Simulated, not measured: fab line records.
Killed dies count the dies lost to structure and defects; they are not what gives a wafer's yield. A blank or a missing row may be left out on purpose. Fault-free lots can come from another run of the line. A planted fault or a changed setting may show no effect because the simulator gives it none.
Lot-split experiment :: flow rit_cmos :: route with 202 steps; 5 lots, 23 wafers read

ABOUT THE SPLIT
At RIT_ACTIVE_DEVELOP_10 (develop time 50 s), the setting develop_time_s was moved away from the recipe's 50 s on 9 of the 23 wafers read, by -11.1% to +14.8%. All remaining wafers had this setting at the recipe value.

FROM THE SPLIT TO THE READING: what the file shows between them, 3 steps
- RIT_ACTIVE_CD_MEAS_11: target cd 1400 nm
- RIT_ACTIVE_ETCH_13: etches Si3N4 in SF6, stops on SiO2, time 210 s, target depth 210 nm (also split here: rf_w)
- RIT_ACTIVE_STRIP_14: strips in O2, time 180 s

THE READING
At RIT_ACTIVE_CD_MEAS_90: cd_nm in nanometres, against a target cd of 1400 nm. Fault-free wafers of this fab line usually give 1399.6 nm, standard deviation 1.9 nm.

wafer: L075.2
tool, chamber at the split: litho_track-04, 0
develop_time_s as run, s: 54.97
against the recipe: +9.9%
cd_nm, nm: 1390.5
against lot-mates on the recipe: -10.1

wafer: L075.3
tool, chamber at the split: litho_track-04, 0
develop_time_s as run, s: 50
against the recipe: recipe
cd_nm, nm: 1399.2
against lot-mates on the recipe: -

wafer: L075.4
tool, chamber at the split: litho_track-04, 0
develop_time_s as run, s: 50
against the recipe: recipe
cd_nm, nm: 1400.3
against lot-mates on the recipe: -

wafer: L075.5
tool, chamber at the split: litho_track-04, 0
develop_time_s as run, s: 54.97
against the recipe: +9.9%
cd_nm, nm: 1389.1
against lot-mates on the recipe: -11.5

wafer: L075.6
tool, chamber at the split: litho_track-04, 0
develop_time_s as run, s: 50
against the recipe: recipe
cd_nm, nm: 1402.2
against lot-mates on the recipe: -

wafer: L076.1
tool, chamber at the split: litho_track-01, 0
develop_time_s as run, s: 57.4
against the recipe: +14.8%
cd_nm, nm: 1388.7
against lot-mates on the recipe: -15.6

wafer: L076.2
tool, chamber at the split: litho_track-01, 0
develop_time_s as run, s: 50
against the recipe: recipe
cd_nm, nm: 1404.2
against lot-mates on the recipe: -

wafer: L076.3
tool, chamber at the split: litho_track-01, 0
develop_time_s as run, s: 57.4
against the recipe: +14.8%
cd_nm, nm: 1390.4
against lot-mates on the recipe: -13.9

wafer: L076.4
tool, chamber at the split: litho_track-01, 0
develop_time_s as run, s: 50
against the recipe: recipe
cd_nm, nm: 1404.5
against lot-mates on the recipe: -

wafer: L076.5
tool, chamber at the split: litho_track-01, 0
develop_time_s as run, s: 57.4
against the recipe: +14.8%
cd_nm, nm: 1389.5
against lot-mates on the recipe: -14.8

wafer: L080.1
tool, chamber at the split: litho_track-02, 0
develop_time_s as run, s: 50
against the recipe: recipe
cd_nm, nm: 1397.2
against lot-mates on the recipe: -

wafer: L080.2
tool, chamber at the split: litho_track-02, 0
develop_time_s as run, s: 50
against the recipe: recipe
cd_nm, nm: 1396.6
against lot-mates on the recipe: -

wafer: L080.5
tool, chamber at the split: litho_track-02, 0
develop_time_s as run, s: 50
against the recipe: recipe
cd_nm, nm: 1398.3
against lot-mates on the recipe: -

wafer: L081.2
tool, chamber at the split: litho_track-01, 0
develop_time_s as run, s: 47.16
against the recipe: -5.7%
cd_nm, nm: 1406.2
against lot-mates on the recipe: +6.5

wafer: L081.3
tool, chamber at the split: litho_track-01, 0
develop_time_s as run, s: 50
against the recipe: recipe
cd_nm, nm: 1399.9
against lot-mates on the recipe: -

wafer: L081.4
tool, chamber at the split: litho_track-01, 0
develop_time_s as run, s: 47.16
against the recipe: -5.7%
cd_nm, nm: 1406.0
against lot-mates on the recipe: +6.3

wafer: L081.5
tool, chamber at the split: litho_track-01, 0
develop_time_s as run, s: 50
against the recipe: recipe
cd_nm, nm: 1398.9
against lot-mates on the recipe: -

wafer: L081.6
tool, chamber at the split: litho_track-01, 0
develop_time_s as run, s: 50
against the recipe: recipe
cd_nm, nm: 1400.4
against lot-mates on the recipe: -

wafer: L083.1
tool, chamber at the split: litho_track-01, 0
develop_time_s as run, s: 44.46
against the recipe: -11.1%
cd_nm, nm: 1411.6
against lot-mates on the recipe: +10.5

wafer: L083.3
tool, chamber at the split: litho_track-01, 0
develop_time_s as run, s: 44.46
against the recipe: -11.1%
cd_nm, nm: 1413.1
against lot-mates on the recipe: +12.0

wafer: L083.4
tool, chamber at the split: litho_track-01, 0
develop_time_s as run, s: 50
against the recipe: recipe
cd_nm, nm: 1400.6
against lot-mates on the recipe: -

wafer: L083.5
tool, chamber at the split: litho_track-01, 0
develop_time_s as run, s: 50
against the recipe: recipe
cd_nm, nm: 1400.9
against lot-mates on the recipe: -

wafer: L083.6
tool, chamber at the split: litho_track-01, 0
develop_time_s as run, s: 50
against the recipe: recipe
cd_nm, nm: 1401.7
against lot-mates on the recipe: -

THE FIT
A straight line over all 23 wafers: cd_nm changes by -0.887 nm for each +1% of develop_time_s; r = -0.95; the points scatter about the line by 2.2 nm.
The same after taking each lot's own level away (the mean of its wafers on the recipe; 23 wafers): -1.03 nm for each +1%; r = -0.99; scatter 0.79 nm.
According to that fit, moving develop_time_s by its largest amount changes the reading by 15 nm.
Across the lots, their own levels run from 1397.37 to 1404.35 nm, a range of 3.7 times the standard deviation given above.
In other words, the slope is changed by the lot-to-lot level; the two fits disagree.
Check: -15 nm against its lot-mates is what the line predicts for one of the wafers moved furthest among these (+14.8%) when that wafer is left out of the fit. It came out at -15.6 nm against them.

FURTHER SPLITS ON THESE WAFERS
Before the reading, these wafers also passed through other splits. Each is held against what the fit with the lots' levels taken away leaves over:
other split on the same wafers: RIT_ACTIVE_CVD_03 time_s
wafers away from the commonest value: 15
r with cd_nm (lot level and that fit taken away): -0.16

other split on the same wafers: RIT_ACTIVE_ETCH_13 rf_w
wafers away from the commonest value: 8
r with cd_nm (lot level and that fit taken away): -0.07

THE WHOLE CHAIN: every reading that the file lists as answering this split, in the file's order
step: RIT_ACTIVE_CD_MEAS_11
what it does: target cd 1400 nm
reading: cd_nm
change (the file's fit): -1 nm for each +1% of the setting
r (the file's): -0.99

step: RIT_ACTIVE_CD_MEAS_90
what it does: target cd 1400 nm
reading: cd_nm
change (the file's fit): -1.03 nm for each +1% of the setting
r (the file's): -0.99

FILE'S OWN FIT
cd_nm changes by -1.03 nm for each +1% of develop_time_s, r = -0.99.
